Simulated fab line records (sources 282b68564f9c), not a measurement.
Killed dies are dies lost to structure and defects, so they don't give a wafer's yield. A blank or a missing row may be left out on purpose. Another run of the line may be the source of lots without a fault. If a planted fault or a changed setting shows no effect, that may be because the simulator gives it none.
A lot that was struck, set against a sound lot | flow rit_cmos | 17 out of 202 route steps
Sound: the wafers L465.2, L465.4, L465.5. Struck: wafers L472.1, L472.2, L472.6. The cause is given at the end.
Order at every step that has rows: each side's tool, ch and its chambers, its first start. Under that, the readings that differ: sound wafers | struck wafers | difference of the means | sigmas: that difference in standard deviations of wafers without a fault.
alike: same words and numbers on both sides, and readings whose means sit less than 2 such deviations apart. not compared: any withheld reading, any reading some wafer has no value for, any bound like >300 that may hide the same value, and any number with overlapping values for which the record gives no deviation.
The two part at a step that has a row with sigmas, a row that says differs or no value, or rows on one side only. Non-overlapping numbers with no deviation appear without sigmas and do not part them. Lack of a reading on every wafer of one side parts them only where that side has two or more wafers.

first, 2 steps without rows for these wafers: RIT_NRETRO_HARDBAKE_07 (time 120 s); RIT_NRETRO_IMPLANT_08.
RIT_NRETRO_STRIP_09: strips in O2, time 180 s.
  sound on plasma_asher-01 ch 0,1, day 3 09:47; struck on plasma_asher-01 ch 0,1, day 4 22:33
  alike: drypump_motor_current_A
  not compared: rf_hours_counter_h
RIT_NRETRO_TW_MEAS_10:
  sound on film_metro-03, day 3 09:59; struck on film_metro-04, day 4 22:43
  alike: NRETRO_TW
then, 6 steps without rows for these wafers: RIT_PRETRO_HMDS_00 (prime time 60 s); RIT_PRETRO_COAT_01 (resist thk 1300 nm); RIT_PRETRO_SOFTBAKE_02 (time 60 s); RIT_PRETRO_EXPOSE_03 (exposes mask M5, target cd 43700 nm); RIT_PRETRO_PEB_04; RIT_PRETRO_DEVELOP_05 (develop time 68 s).
RIT_PRETRO_OVL_MEAS_06:
  sound on overlay-01, day 3 10:55; struck on overlay-02, day 4 23:51
  alike: PRETRO_OVL
then, 1 step without rows for these wafers: RIT_PRETRO_HARDBAKE_07 (time 120 s).
RIT_PRETRO_IMPLANT_08:
  sound on implanter-01 ch 0, day 3 11:13; struck on implanter-03 ch 0, day 5 00:08
  reading            | sound                            | struck                       | difference | sigmas
  dose_ions_cm2      | 1.2002e+13 1.2002e+13 1.1986e+13 | 8.055e+12 8.037e+12 8.05e+12 | -3.949e+12 | -99 or more
  faraday_current_uA | 37.7 37.3 37.7                   | 26.0 26.3 25.7               | -11.6      | -15
RIT_PRETRO_STRIP_09: strips in O2, time 180 s.
  sound on plasma_asher-01 ch 0,1, day 3 11:20; struck on plasma_asher-04 ch 0,1, day 5 00:17
  alike: drypump_motor_current_A
  not compared: rf_hours_counter_h
RIT_PRETRO_TW_MEAS_10:
  sound on film_metro-04, day 3 11:32; struck on film_metro-01, day 5 00:28
  reading   | sound       | struck      | difference | sigmas
  PRETRO_TW | 470 476 477 | 412 412 412 | -62        | -14
then, 1 step without rows for these wafers: RIT_GATE_WET_ETCH_00 (etches SiO2 in BOE, target depth 56 nm, time 60 s).
RIT_M1_PROBE_99:
  sound on prober-01, day 4 16:04; struck on prober-02, day 6 02:42
  reading                                    | sound                | struck               | difference | sigmas
  killed_open                                | 7 5 4                | 2 0 0                | -5         | -2
  model.etest.nmos_0p3.r_on_ohm_um           | 2129 2152 2113       | 2056 2053 2033       | -84        |
  model.etest.nmos_turned.drive_ua_um        | 328.9 327.6 331.9    | 365.5 366.1 371.2    | +38.1      |
  model.etest.nmos_0p15.drive_ua_um          | 476.1 482 477        | 505 506 507.5        | +28        |
  model.etest.nmos_0p3.drive_ua_um           | 231.2 234.2 230.5    | 257.7 254.2 260.2    | +25.4      |
  model.etest.nmos_narrow.drive_ua_um        | 236.3 232.2 233.9    | 256.5 251.4 253.2    | +19.6      |
  model.etest.nmos_0p15.off_log10_a_um       | -9.943 -10.06 -9.817 | -9.268 -9.144 -9.253 | +0.718     |
  model.etest.retro_edge_nmos.off_log10_a_um | -9.833 -9.852 -9.709 | -9.153 -9.044 -9.077 | +0.707     |
  alike: killed_at_M0_to_M3, killed_at_contacts, killed_at_front_end, killed_dies, killed_short
  not compared: model.etest.nmos_0p15.r_on_ohm_um

== WHERE THEY PART ==
Earliest at RIT_PRETRO_IMPLANT_08; latest, in this record, at RIT_M1_PROBE_99.

WHY: what the simulator had put in
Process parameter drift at RIT_PRETRO_IMPLANT_08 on implanter-03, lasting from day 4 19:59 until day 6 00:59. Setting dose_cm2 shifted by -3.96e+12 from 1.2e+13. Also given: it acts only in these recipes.
